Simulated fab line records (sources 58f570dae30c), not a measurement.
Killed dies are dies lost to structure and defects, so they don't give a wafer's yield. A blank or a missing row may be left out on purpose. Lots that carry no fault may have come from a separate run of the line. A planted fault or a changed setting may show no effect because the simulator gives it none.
fab line records	flow berkeley_cmos170
[record] lots = 5	wafers = 27
route steps=331 shown START@3 FIELD@90 SPACER@171 SILICIDE@211 M1@250 M3@331
start_h: the number of hours between the record's first day and the start of the first shown wafer of the lot	wait_h: hours since the lot's step before	" the same as in the row above	L1.1+2: a row that stands for several wafers	- value missing, or start not given	* or withheld: withheld	< > ~ a bound
route shown NAME@n: a module of which the file shows steps, and the number in the route of the first	usual: mean and standard deviation over wafers with no fault	same: alike in all rows	chamber/n: place in a boat	sites: readings site by site	_std_site: how widely they spread, as a standard deviation	_edge_site: outer sites' mean less inner sites'	radius_mm: for every site, how far away it sits from the centre of the wafer	mask NAME#n: copy n	behind: tool/chamber where the wafer was last shaped	hold: why the lot was held/for how many hours/how that ended	device: the n, p or np transistor that did not switch	end of line: the tests these same wafers got at the end of their route	step lacking rows: just its recipe	killed: count of dies lost to structure and defects at first sort (not the wafer's yield)	map: shows each die of a wafer: x if killed, . if not, _ if none is there
set.NAME: the setting the step ran with; set.NAME@STEP: the setting that earlier step ran with	model.NAME: the simulator's own value behind a step, which no gauge read
one table per step and one row per wafer, for lots whose settings were changed on purpose
[[steps]]
[step UCB170_START_OXIDATION_02]
[recipe] temp_c = 950	ambient = O2	target_thk_a = 200	ox_time_s = 1800
lot.wafer	tool	chamber	start_h	wait_h	set.ox_time_s	model.SiO2_of_START_OXIDATION_02.thk_nm
L075.2	furnace-02	0	19.13	4.0	1800	20.31
L075.4	"	0	"	"	1800	20.17
L075.6	"	0	"	"	1800	19.97
L081.1	-	-	-	2.7	1800	20.41
L081.2	"	-	"	"	1800	20.27
L081.3	"	-	"	"	1800	20.3
L081.4	"	-	"	"	1800	20.45
L081.5	"	-	"	"	1800	20.24
L081.6	"	-	"	"	1800	20.26
L083.1	-	-	-	3.7	2548	25.24
L083.2	"	-	"	"	2548	25.33
L083.3	"	-	"	"	2548	25.49
L083.4	"	-	"	"	2548	25.54
L083.5	"	-	"	"	2548	25.62
L083.6	"	-	"	"	2548	25.67
L084.1	-	-	-	2.2	2112	22.36
L084.2	"	-	"	"	2112	22.46
L084.3	"	-	"	"	2112	22.6
L084.4	"	-	"	"	2112	22.47
L084.5	"	-	"	"	2112	22.32
L084.6	"	-	"	"	2112	22.25
L085.1	-	-	-	3.2	1098	14.14
L085.2	"	-	"	"	1098	14.26
L085.3	"	-	"	"	1098	14.45
L085.4	"	-	"	"	1098	14.31
L085.5	"	-	"	"	1098	14.17
L085.6	"	-	"	"	1098	14.25
[step UCB170_START_THK_MEAS_03]
[recipe] reads = SiO2_of_START_OXIDATION_02
[usual] START_OXIDE_THK = 20.0/0.32
lot.wafer	tool	chamber	start_h	wait_h	set.ox_time_s@START_OXIDATION_02	START_OXIDE_THK[nm]
L075.2	film_metro-01	-	20.64	0.0	1800	20.3
L075.4	"	-	"	"	1800	20.2
L075.6	"	-	"	"	1800	20.0
L081.1	film_metro-02	-	-	-	1800	20.4
L081.2	"	-	"	"	1800	20.3
L081.3	"	-	"	"	1800	20.3
L081.4	"	-	"	"	1800	20.5
L081.5	"	-	"	"	1800	20.2
L081.6	"	-	"	"	1800	20.3
L083.1	film_metro-01	-	-	-	2548	25.2
L083.2	"	-	"	"	2548	25.4
L083.3	"	-	"	"	2548	25.5
L083.4	"	-	"	"	2548	25.5
L083.5	"	-	"	"	2548	25.6
L083.6	"	-	"	"	2548	25.7
L084.1	film_metro-01	-	-	-	2112	22.4
L084.2	"	-	"	"	2112	22.4
L084.3	"	-	"	"	2112	22.6
L084.4	"	-	"	"	2112	22.4
L084.5	"	-	"	"	2112	22.4
L084.6	"	-	"	"	2112	22.2
L085.1	film_metro-01	-	-	-	1098	14.2
L085.2	"	-	"	"	1098	14.3
L085.3	"	-	"	"	1098	14.4
L085.4	"	-	"	"	1098	14.3
L085.5	"	-	"	"	1098	14.1
L085.6	"	-	"	"	1098	14.3
[step UCB170_FIELD_OXIDATION_01]
[recipe] temp_c = 1000	ambient = H2O	p_h2o_torr = 584.62	target_thk_a = 5583	ox_time_s = 7200
lot.wafer	tool	chamber	start_h	wait_h	set.ox_time_s	model.SiO2_of_FIELD_OXIDATION_01.thk_nm
L075.2	furnace-03	0	93.03	2.1	7200	559.4
L075.4	"	0	"	"	7200	566.9
L075.6	"	0	"	"	7200	560.8
L081.1	-	-	-	2.1	7200	537.6
L081.2	"	-	"	"	7200	529.1
L081.3	"	-	"	"	7200	545
L081.4	"	-	"	"	7200	534.4
L081.5+6	"	-	"	"	7200	540.7
L083.1	-	-	-	2.1	7200	548.2
L083.2	"	-	"	"	7200	549.9
L083.3	"	-	"	"	7200	546
L083.4	"	-	"	"	7200	538.6
L083.5	"	-	"	"	7200	541
L083.6	"	-	"	"	7200	546.4
L084.1	-	-	-	3.1	7200	545.6
L084.2	"	-	"	"	7200	558.2
L084.3	"	-	"	"	7200	552.6
L084.4	"	-	"	"	7200	558.8
L084.5	"	-	"	"	7200	549.9
L084.6	"	-	"	"	7200	555.9
L085.1	-	-	-	2.5	8458	616.3
L085.2+6	"	-	"	"	8458	620.3
L085.3	"	-	"	"	8458	614.6
L085.4	"	-	"	"	8458	624.2
L085.5	"	-	"	"	8458	614.4
[step UCB170_FIELD_THK_MEAS_02]
[recipe] reads = SiO2_of_FIELD_OXIDATION_01
[usual] FIELD_OXIDE_THK = 552/9.3
lot.wafer	tool	chamber	start_h	wait_h	set.ox_time_s@FIELD_OXIDATION_01	FIELD_OXIDE_THK[nm]
L075.2	film_metro-03	-	96.04	0.0	7200	560
L075.4	"	-	"	"	7200	567
L075.6	"	-	"	"	7200	561
L081.1	film_metro-03	-	-	-	7200	537
L081.2	"	-	"	"	7200	529
L081.3	"	-	"	"	7200	545
L081.4	"	-	"	"	7200	534
L081.5	"	-	"	"	7200	540
L081.6	"	-	"	"	7200	540
L083.1	film_metro-03	-	-	-	7200	548
L083.2	"	-	"	"	7200	550
L083.3	"	-	"	"	7200	546
L083.4	"	-	"	"	7200	539
L083.5	"	-	"	"	7200	541
L083.6	"	-	"	"	7200	547
L084.1	film_metro-01	-	-	-	7200	546
L084.2	"	-	"	"	7200	558
L084.3	"	-	"	"	7200	552
L084.4	"	-	"	"	7200	559
L084.5	"	-	"	"	7200	550
L084.6	"	-	"	"	7200	556
L085.1	film_metro-04	-	-	-	8458	616
L085.2	"	-	"	"	8458	620
L085.3	"	-	"	"	8458	615
L085.4	"	-	"	"	8458	624
L085.5	"	-	"	"	8458	614
L085.6	"	-	"	"	8458	620
[step UCB170_FIELD_ANNEAL_03]
[recipe] temp_c = 1000	time_s = 1200	ambient = N2
[step UCB170_FIELD_WET_ETCH_04]
[recipe] chemistry = dHF	dilution = 10:1	target = SiO2	temp_c = 25	time_s = 60
[step UCB170_FIELD_WET_ETCH_05]
[recipe] chemistry = H3PO4	target = Si3N4	temp_c = 160	time_s = 12600
[step UCB170_FIELD_WET_ETCH_06]
[recipe] chemistry = BOE	dilution = 5:1	target = SiO2	temp_c = 25	time_s = 22
[step UCB170_FIELD_THK_MEAS_90]
[recipe] reads = SiO2_of_FIELD_OXIDATION_01
[usual] FIELD_OXIDE_LEFT_1_THK = 436/9.2
lot.wafer	tool	chamber	start_h	wait_h	set.ox_time_s@FIELD_OXIDATION_01	FIELD_OXIDE_LEFT_1_THK[nm]
L075.2	film_metro-03	-	104.88	0.0	7200	442
L075.4	"	-	"	"	7200	450
L075.6	"	-	"	"	7200	444
L081.1	film_metro-01	-	130.98	0.0	7200	420
L081.2	"	-	"	"	7200	411
L081.3	"	-	"	"	7200	427
L081.4	"	-	"	"	7200	417
L081.5	"	-	"	"	7200	423
L081.6	"	-	"	"	7200	423
L083.1	film_metro-04	-	141.73	0.0	7200	432
L083.2	"	-	"	"	7200	434
L083.3	"	-	"	"	7200	430
L083.4	"	-	"	"	7200	422
L083.5	"	-	"	"	7200	425
L083.6	"	-	"	"	7200	431
L084.1	film_metro-03	-	148.35	0.0	7200	430
L084.2	"	-	"	"	7200	442
L084.3	"	-	"	"	7200	436
L084.4	"	-	"	"	7200	443
L084.5	"	-	"	"	7200	434
L084.6	"	-	"	"	7200	440
L085.1	film_metro-01	-	148.35	0.0	8458	498
L085.2	"	-	"	"	8458	503
L085.3	"	-	"	"	8458	497
L085.4	"	-	"	"	8458	506
L085.5	"	-	"	"	8458	496
L085.6	"	-	"	"	8458	503
[step UCB170_SPACER_CVD_00]
[recipe] material = SiO2	target_thk_nm = 376	temp_c = 390	precursor = TEOS/O2	time_s = 47	rf_w = 550	pressure_mtorr = 9000
lot.wafer	tool	chamber	start_h	wait_h	set.time_s	model.SiO2_of_SPACER_CVD_00.thk_nm
L075.2	pecvd-03	0	141.64	0.0	47	379.3
L075.4	"	1	"	"	47	381.1
L075.6	"	0	"	"	47	387.4
L081.1	pecvd-03	2	167.00	0.0	47	369
L081.2	"	0	"	"	47	376.4
L081.3	"	1	"	"	47	370.1
L081.4	"	0	"	"	47	384.8
L081.5	"	1	"	"	47	376.3
L081.6	"	2	"	"	47	375.7
L083.1	pecvd-03	1	177.23	0.0	55.96	439.6
L083.2	"	0	"	"	47	368.8
L083.3	"	2	"	"	47	363.1
L083.4	"	0	"	"	55.96	450.6
L083.5	"	1	"	"	47	373
L083.6	"	2	"	"	55.96	440.9
L084.1	pecvd-03	1	189.69	0.0	47	370.6
L084.2	"	2	"	"	30.97	244.5
L084.3	"	0	"	"	30.97	248.6
L084.4	"	2	"	"	30.97	245.6
L084.5	"	1	"	"	47	373.9
L084.6	"	0	"	"	47	385.4
L085.1	pecvd-02	1	189.69	0.0	47	376.3
L085.2	"	0	"	"	47	375.1
L085.3	"	2	"	"	47	374
L085.4	"	0	"	"	47	380.7
L085.5	"	1	"	"	47	383.3
L085.6	"	2	"	"	47	379.4
[step UCB170_SPACER_THK_MEAS_01]
[recipe] reads = SiO2_of_SPACER_CVD_00
[usual] SPACER_TEOS_THK = 376/5.2
lot.wafer	tool	chamber	start_h	wait_h	set.time_s@SPACER_CVD_00	SPACER_TEOS_THK[nm]
L075.2	film_metro-03	-	141.69	0.0	47	380
L075.4	"	-	"	"	47	381
L075.6	"	-	"	"	47	387
L081.1	film_metro-03	-	167.04	0.0	47	369
L081.2	"	-	"	"	47	377
L081.3	"	-	"	"	47	370
L081.4	"	-	"	"	47	385
L081.5	"	-	"	"	47	376
L081.6	"	-	"	"	47	376
L083.1	film_metro-04	-	177.27	0.0	55.96	440
L083.2	"	-	"	"	47	369
L083.3	"	-	"	"	47	363
L083.4	"	-	"	"	55.96	450
L083.5	"	-	"	"	47	373
L083.6	"	-	"	"	55.96	441
L085.1	film_metro-04	-	189.73	0.0	47	376
L085.2	"	-	"	"	47	375
L085.3	"	-	"	"	47	374
L085.4	"	-	"	"	47	381
L085.5	"	-	"	"	47	383
L085.6	"	-	"	"	47	380
L084.1	film_metro-03	-	189.74	0.0	47	371
L084.2	"	-	"	"	30.97	244
L084.3	"	-	"	"	30.97	248
L084.4	"	-	"	"	30.97	246
L084.5	"	-	"	"	47	374
L084.6	"	-	"	"	47	385
[step UCB170_SPACER_ANNEAL_02]
[recipe] temp_c = 900	time_s = 1800	ambient = N2
[step UCB170_SPACER_ETCHBACK_03]
[recipe] stop_on = Si	target = SiO2	chemistry = CHF3/CF4/Ar	CHF3_flow_sccm = 50	cf4_flow_sccm = 10	Ar_flow_sccm = 120	pressure_mtorr = 200	rf_w = 500	target_depth_a = 3760	time_s = 100
[usual] oes_product_au = 0.895/0.017
lot.wafer	tool	chamber	start_h	wait_h	set.time_s@SPACER_CVD_00	oes_product_au	model.etch.depth_nm
L075.2	rie_diel-02	1	145.19	0.0	47	0.899	379.3
L075.4	"	3	"	"	47	0.926	381.1
L075.6	"	3	"	"	47	0.942	387.4
L081.1	rie_diel-01	3	170.88	0.0	47	0.878	369
L081.2	"	0	"	"	47	0.885	376.4
L081.3	"	2	"	"	47	0.892	370.1
L081.4	"	1	"	"	47	0.910	384.8
L081.5	"	3	"	"	47	0.899	376.3
L081.6	"	2	"	"	47	0.894	375.7
L083.1	rie_diel-02	2	181.75	0.0	55.96	0.965	424.7
L083.2	"	0	"	"	47	0.869	368.8
L083.3	"	3	"	"	47	0.897	363.1
L083.4	"	1	"	"	55.96	0.997	425.5
L083.5	"	3	"	"	47	0.918	373
L083.6	"	0	"	"	55.96	0.953	419.4
L084.1	rie_diel-01	0	193.48	0.0	47	0.882	370.6
L084.2	"	2	"	"	30.97	0.669	244.5
L084.3	"	3	"	"	30.97	0.671	248.6
L084.4	"	1	"	"	30.97	0.660	245.6
L084.5	"	1	"	"	47	0.888	373.9
L084.6	"	2	"	"	47	0.916	385.4
L085.1	rie_diel-04	3	193.48	0.0	47	0.909	376.3
L085.2	"	0	"	"	47	0.891	375.1
L085.3	"	1	"	"	47	0.875	374
L085.4	"	2	"	"	47	0.919	380.7
L085.5	"	0	"	"	47	0.911	383.3
L085.6	"	1	"	"	47	0.892	379.4
[step UCB170_SILICIDE_SPUTTER_01]
[recipe] material = Ti	target_thk_nm = 30	time_s = 25	power_w = 1500	chamber_pressure_pa = 0.5
lot.wafer	tool	chamber	start_h	wait_h	set.time_s	model.Ti_of_SILICIDE_SPUTTER_01.thk_nm
L075.2	pvd_sputter-04	-	152.24	0.0	25	30.11
L075.4	"	-	"	"	25	29.84
L075.6	"	-	"	"	25	29.93
L081.1	pvd_sputter-02	-	177.07	0.0	14.21	17.2
L081.2	"	-	"	"	14.21	17.24
L081.3	"	-	"	"	25	29.85
L081.4	"	-	"	"	25	30.13
L081.5	"	-	"	"	25	30.2
L081.6	"	-	"	"	14.21	17
L083.1	pvd_sputter-04	-	186.83	0.0	34.35	40.8
L083.2	"	-	"	"	34.35	41.41
L083.3	"	-	"	"	34.35	41.01
L083.4	"	-	"	"	25	29.99
L083.5	"	-	"	"	25	29.78
L083.6	"	-	"	"	25	29.59
L085.1	pvd_sputter-03	-	199.52	0.0	25	30.36
L085.2	"	-	"	"	25	30.24
L085.3	"	-	"	"	25	30.29
L085.4	"	-	"	"	25	29.64
L085.5	"	-	"	"	25	30.31
L085.6	"	-	"	"	25	30.38
L084.1	pvd_sputter-03	-	199.76	0.0	25	29.93
L084.2	"	-	"	"	32.74	39.82
L084.3	"	-	"	"	25	30.53
L084.4	"	-	"	"	25	30.83
L084.5	"	-	"	"	32.74	39.71
L084.6	"	-	"	"	32.74	39.91
[step UCB170_SILICIDE_RS_MEAS_02]
[recipe] thk_meas_gauge = four-point-probe	reads = Ti_of_SILICIDE_SPUTTER_01
[usual] SILICIDE_TI_RS = 25.8/0.33
lot.wafer	tool	chamber	start_h	wait_h	set.time_s@SILICIDE_SPUTTER_01	SILICIDE_TI_RS[ohm/sq]
L075.2	film_metro-01	-	152.29	0.0	25	26.0
L075.4	"	-	"	"	25	26.3
L075.6	"	-	"	"	25	26.2
L081.1	film_metro-01	-	177.10	0.0	14.21	50.8
L081.2	"	-	"	"	14.21	50.7
L081.3	"	-	"	"	25	26.3
L081.4	"	-	"	"	25	26.0
L081.5	"	-	"	"	25	25.9
L081.6	"	-	"	"	14.21	51.4
L083.1	film_metro-01	-	186.86	0.0	34.35	18.2
L083.2	"	-	"	"	34.35	18.0
L083.3	"	-	"	"	34.35	18.2
L083.4	"	-	"	"	25	26.1
L083.5	"	-	"	"	25	26.4
L083.6	"	-	"	"	25	26.5
L085.1	film_metro-03	-	199.55	0.0	25	25.7
L085.2	"	-	"	"	25	25.8
L085.3	"	-	"	"	25	25.8
L085.4	"	-	"	"	25	26.5
L085.5	"	-	"	"	25	25.8
L085.6	"	-	"	"	25	25.8
L084.1	film_metro-01	-	199.79	0.0	25	26.2
L084.2	"	-	"	"	32.74	18.8
L084.3	"	-	"	"	25	25.6
L084.4	"	-	"	"	25	25.3
L084.5	"	-	"	"	32.74	18.8
L084.6	"	-	"	"	32.74	18.7
[step UCB170_SILICIDE_THK_MEAS_03]
[recipe] thk_meas_gauge = xrf	reads = Ti_of_SILICIDE_SPUTTER_01
[usual] SILICIDE_TI_THK = 30.4/0.36
lot.wafer	tool	chamber	start_h	wait_h	set.time_s@SILICIDE_SPUTTER_01	SILICIDE_TI_THK[nm]
L075.2	film_metro-01	-	152.40	0.1	25	30.3
L075.4	"	-	"	"	25	30.0
L075.6	"	-	"	"	25	30.1
L081.1	film_metro-01	-	177.22	0.1	14.21	17.2
L081.2	"	-	"	"	14.21	17.3
L081.3	"	-	"	"	25	30.0
L081.4	"	-	"	"	25	30.2
L081.5	"	-	"	"	25	30.3
L081.6	"	-	"	"	14.21	17.0
L083.1	film_metro-01	-	186.98	0.1	34.35	41.0
L083.2	"	-	"	"	34.35	41.6
L083.3	"	-	"	"	34.35	41.1
L083.4	"	-	"	"	25	30.1
L083.5	"	-	"	"	25	29.9
L083.6	"	-	"	"	25	29.5
L085.1	film_metro-03	-	199.67	0.1	25	30.3
L085.2	"	-	"	"	25	30.2
L085.3	"	-	"	"	25	30.4
L085.4	"	-	"	"	25	29.8
L085.5	"	-	"	"	25	30.4
L085.6	"	-	"	"	25	30.4
L084.1	film_metro-01	-	199.91	0.1	25	30.1
L084.2	"	-	"	"	32.74	39.9
L084.3	"	-	"	"	25	30.6
L084.4	"	-	"	"	25	30.9
L084.5	"	-	"	"	32.74	39.9
L084.6	"	-	"	"	32.74	40.3
[step UCB170_M1_METAL_ETCH_12]
[recipe] chemistry = Cl2/BCl3	target = Al	stop_on = PSG	pressure_mtorr = 12	target_depth_a = 7800	over_etch_frac = 0.3	time_s = 130	icp_w = 600	bias_w = 120	Cl2_flow_sccm = 90	bcl3_flow_sccm = 45
lot.wafer	tool	chamber	start_h	wait_h	set.time_s	model.M1.feature_depth_nm	model.etch.depth_nm	model.KrF_of_M1_COAT_04.thk_nm
L075.2	rie_metal-01	1	158.85	-	130	631.8	594.1	427.4
L075.4	"	1	"	"	130	634.7	597.1	430.9
L075.6	"	0	"	"	130	635.9	598.7	440.2
L081.1	rie_metal-01	0	184.80	-	130	633.4	595.7	429.4
L081.2	"	0	"	"	130	633.5	596.1	434.9
L081.3	"	0	"	"	130	632.1	595	439
L081.4	"	0	"	"	130	631.4	594.1	435.3
L081.5	"	0	"	"	130	633.4	596.1	437.1
L081.6	"	0	"	"	130	633.1	595.7	433.5
L083.1	rie_metal-04	1	197.10	-	84.02	478.5	478.5	616.5
L083.2	"	0	"	"	130	645.8	608	434.7
L083.3	"	1	"	"	84.02	483.7	483.7	611.6
L083.4	"	0	"	"	130	648.1	610.7	443.7
L083.5	"	0	"	"	84.02	499.2	499.2	604.6
L083.6	"	1	"	"	130	637.8	601.8	458.8
L085.1	rie_metal-01	1	208.06	-	130	643.9	606.6	433
L085.2	"	0	"	"	54.7	324.3	324.3	695.6
L085.3	"	1	"	"	130	647.2	609.9	430.1
L085.4	"	0	"	"	54.7	325.7	325.7	694.1
L085.5	"	1	"	"	54.7	326.6	326.6	695
L085.6	"	0	"	"	130	645.5	608.3	437
L084.1	rie_metal-02	1	208.81	-	130	628.2	591.1	441.1
L084.2	"	0	"	"	130	632	594.3	433.8
L084.3	"	1	"	"	188.9	653.3	595.6	240.5
L084.4	"	0	"	"	188.9	654	595.1	221.7
L084.5	"	1	"	"	188.9	649.8	592.2	241.8
L084.6	"	0	"	"	130	626.9	589.2	431.2
[step UCB170_M1_STRIP_13]
[recipe] chemistry = O2	power_w = 400	pressure_mtorr = 3500	platen_temp_c = withheld	o2_flow_sccm = 400	overash_fraction = 0.5
[usual] oes_product_au = 0.720/0.0043
lot.wafer	tool	chamber	start_h	wait_h	set.time_s@M1_METAL_ETCH_12	oes_product_au
L075.2	plasma_asher-02	1	158.99	0.1	130	0.718
L075.4	"	1	"	"	130	0.731
L075.6	"	0	"	"	130	0.714
L081.1	plasma_asher-01	1	185.07	0.2	130	0.717
L081.2	"	0	"	"	130	0.717
L081.3	"	1	"	"	130	0.715
L081.4	"	0	"	"	130	0.718
L081.5	"	0	"	"	130	0.718
L081.6	"	1	"	"	130	0.724
L083.1	plasma_asher-01	0	197.24	0.1	84.02	0.730
L083.2	"	1	"	"	130	0.724
L083.3	"	0	"	"	84.02	0.723
L083.4	"	1	"	"	130	0.724
L083.5	"	1	"	"	84.02	0.720
L083.6	"	0	"	"	130	0.717
L085.1	plasma_asher-01	1	208.19	0.1	130	0.722
L085.2	"	0	"	"	54.7	0.728
L085.3	"	1	"	"	130	0.714
L085.4	"	0	"	"	54.7	0.719
L085.5	"	0	"	"	54.7	0.729
L085.6	"	1	"	"	130	0.722
L084.1	plasma_asher-04	1	208.95	0.1	130	0.725
L084.2	"	0	"	"	130	0.720
L084.3	"	0	"	"	188.9	0.572
L084.4	"	1	"	"	188.9	0.554
L084.5	"	1	"	"	188.9	0.573
L084.6	"	0	"	"	130	0.723
[step UCB170_M1_CD_MEAS_90]
[recipe] target_cd_nm = 700
[usual] cd_nm = 699.0/2.3
lot.wafer	tool	chamber	start_h	wait_h	set.time_s@M1_METAL_ETCH_12	cd_nm
L075.2	cd_sem-01	-	159.21	0.2	130	695.2
L075.4	"	-	"	"	130	697.1
L075.6	"	-	"	"	130	696.3
L081.1	cd_sem-01	-	185.17	0.1	130	697.8
L081.2	"	-	"	"	130	700.7
L081.3	"	-	"	"	130	699.7
L081.4	"	-	"	"	130	699.2
L081.5	"	-	"	"	130	700.6
L081.6	"	-	"	"	130	699.6
L083.1	cd_sem-01	-	197.34	0.1	84.02	713.0
L083.2	"	-	"	"	130	700.1
L083.3	"	-	"	"	84.02	712.0
L083.4	"	-	"	"	130	701.3
L083.5	"	-	"	"	84.02	712.6
L083.6	"	-	"	"	130	702.1
L085.1	cd_sem-02	-	208.29	0.1	130	702.1
L085.2	"	-	"	"	54.7	720.4
L085.3	"	-	"	"	130	702.2
L085.4	"	-	"	"	54.7	722.7
L085.5	"	-	"	"	54.7	718.1
L085.6	"	-	"	"	130	702.5
L084.1	cd_sem-01	-	209.05	0.1	130	701.7
L084.2	"	-	"	"	130	698.1
L084.3	"	-	"	"	188.9	686.3
L084.4	"	-	"	"	188.9	682.8
L084.5	"	-	"	"	188.9	684.4
L084.6	"	-	"	"	130	696.1
[step UCB170_M3_PROBE_99]
lot.wafer	tool	chamber	start_h	wait_h	set.time_s@SPACER_CVD_00	model.etest.nmos_0p35.r_on_ohm_um	model.etest.nmos_0p6.r_on_ohm_um	model.etest.pmos_0p6.r_on_ohm_um
L075.2	prober-01	-	174.92	0.1	47	1472	2291	8536
L075.4	prober-01	-	175.02	0.2	47	1482	2324	8535
L075.6	prober-01	-	175.12	0.2	47	1493	2332	8584
L081.1	prober-02	-	202.56	0.1	47	1455	2309	8476
L081.2	prober-02	-	202.61	0.1	47	1502	2329	8560
L081.3	prober-02	-	202.66	0.2	47	1469	2296	8436
L081.4	prober-02	-	202.71	0.2	47	1483	2324	8551
L081.5	prober-02	-	202.76	0.2	47	1471	2326	8514
L081.6	prober-02	-	202.81	0.2	47	1467	2298	8358
L083.1	prober-01	-	214.12	0.1	55.96	-	-	-
L083.2	prober-01	-	214.17	0.1	47	1441	2262	8310
L083.3+5	prober-01	-	214.22	0.2	47	-	-	-
L083.4	prober-01	-	214.27	0.2	55.96	1593	2417	8489
L083.6	prober-01	-	214.37	0.2	55.96	1590	2440	8646
L085.1	prober-01	-	226.33	0.1	47	1492	2331	8551
L085.2+4+5	prober-01	-	226.38	0.1	47	-	-	-
L085.3	prober-01	-	226.43	0.2	47	1492	2327	8576
L085.6	prober-01	-	226.58	0.2	47	1485	2307	8489
L084.1	prober-02	-	227.44	0.1	47	1458	2244	8374
L084.2	prober-02	-	227.49	0.1	30.97	783.5	1601	5728
L084.4	prober-02	-	227.59	0.2	30.97	769.5	1578	5661
L084.5	prober-02	-	227.64	0.2	47	1433	2255	8274
L084.6	prober-02	-	227.69	0.2	47	1465	2270	8345
// killed by level:class
L075.2 NWELL:area_etch=5 GATE:geometric_particle:short=1 M1:geometric_particle:open=1
L075.4 NWELL:area_etch=1
L075.6 GATE:geometric_particle:open=1 SILICIDE:geometric_particle:short=1 M2:geometric_particle:short=1
[[key]]
[split] step = UCB170_START_OXIDATION_02	setting = ox_time_s	stated = 1800	by = lot
[response] step = UCB170_START_OXIDATION_02	reading = model.SiO2_of_START_OXIDATION_02.thk_nm	change = +0.139	per = 1%	r = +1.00
[response] step = UCB170_START_THK_MEAS_03	reading = START_OXIDE_THK	change = +0.139	per = 1%	r = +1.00
[split] step = UCB170_FIELD_OXIDATION_01	setting = ox_time_s	stated = 7200	by = lot
[response] step = UCB170_FIELD_OXIDATION_01	reading = model.SiO2_of_FIELD_OXIDATION_01.thk_nm	change = +4.03	per = 1%	r = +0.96
[response] step = UCB170_FIELD_THK_MEAS_02	reading = FIELD_OXIDE_THK	change = +4.02	per = 1%	r = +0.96
[response] step = UCB170_FIELD_THK_MEAS_90	reading = FIELD_OXIDE_LEFT_1_THK	change = +3.97	per = 1%	r = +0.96
[split] step = UCB170_SPACER_CVD_00	setting = time_s	stated = 47	by = wafer
[response] step = UCB170_SPACER_CVD_00	reading = model.SiO2_of_SPACER_CVD_00.thk_nm	change = +3.85	per = 1%	r = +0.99
[response] step = UCB170_SPACER_THK_MEAS_01	reading = SPACER_TEOS_THK	change = +3.86	per = 1%	r = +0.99
[response] step = UCB170_SPACER_ETCHBACK_03	reading = oes_product_au	change = +0.00606	per = 1%	r = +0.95
[response] step = UCB170_SPACER_ETCHBACK_03	reading = model.etch.depth_nm	change = +3.6	per = 1%	r = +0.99
[response] step = UCB170_M3_PROBE_99	reading = model.etest.pmos_0p6.r_on_ohm_um	change = +67.9	per = 1%	r = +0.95
[response] step = UCB170_M3_PROBE_99	reading = model.etest.nmos_0p6.r_on_ohm_um	change = +17.9	per = 1%	r = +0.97
[response] step = UCB170_M3_PROBE_99	reading = model.etest.nmos_0p35.r_on_ohm_um	change = +18	per = 1%	r = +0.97
[split] step = UCB170_SILICIDE_SPUTTER_01	setting = time_s	stated = 25	by = wafer
[response] step = UCB170_SILICIDE_SPUTTER_01	reading = model.Ti_of_SILICIDE_SPUTTER_01.thk_nm	change = +0.301	per = 1%	r = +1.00
[response] step = UCB170_SILICIDE_RS_MEAS_02	reading = SILICIDE_TI_RS	change = -0.378	per = 1%	r = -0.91
[response] step = UCB170_SILICIDE_THK_MEAS_03	reading = SILICIDE_TI_THK	change = +0.304	per = 1%	r = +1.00
[split] step = UCB170_M1_METAL_ETCH_12	setting = time_s	stated = 130	by = wafer
[response] step = UCB170_M1_METAL_ETCH_12	reading = model.M1.feature_depth_nm	shape = bent	at_lowest = 325.5	at_stated = 636.4	at_highest = 652.4
[response] step = UCB170_M1_METAL_ETCH_12	reading = model.etch.depth_nm	shape = bent	at_lowest = 325.5	at_stated = 599	at_highest = 594.3
[response] step = UCB170_M1_METAL_ETCH_12	reading = model.KrF_of_M1_COAT_04.thk_nm	change = -4.52	per = 1%	r = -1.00
[response] step = UCB170_M1_STRIP_13	reading = oes_product_au	shape = bent	at_lowest = 0.725	at_stated = 0.720	at_highest = 0.566
[response] step = UCB170_M1_CD_MEAS_90	reading = cd_nm	change = -0.315	per = 1%	r = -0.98
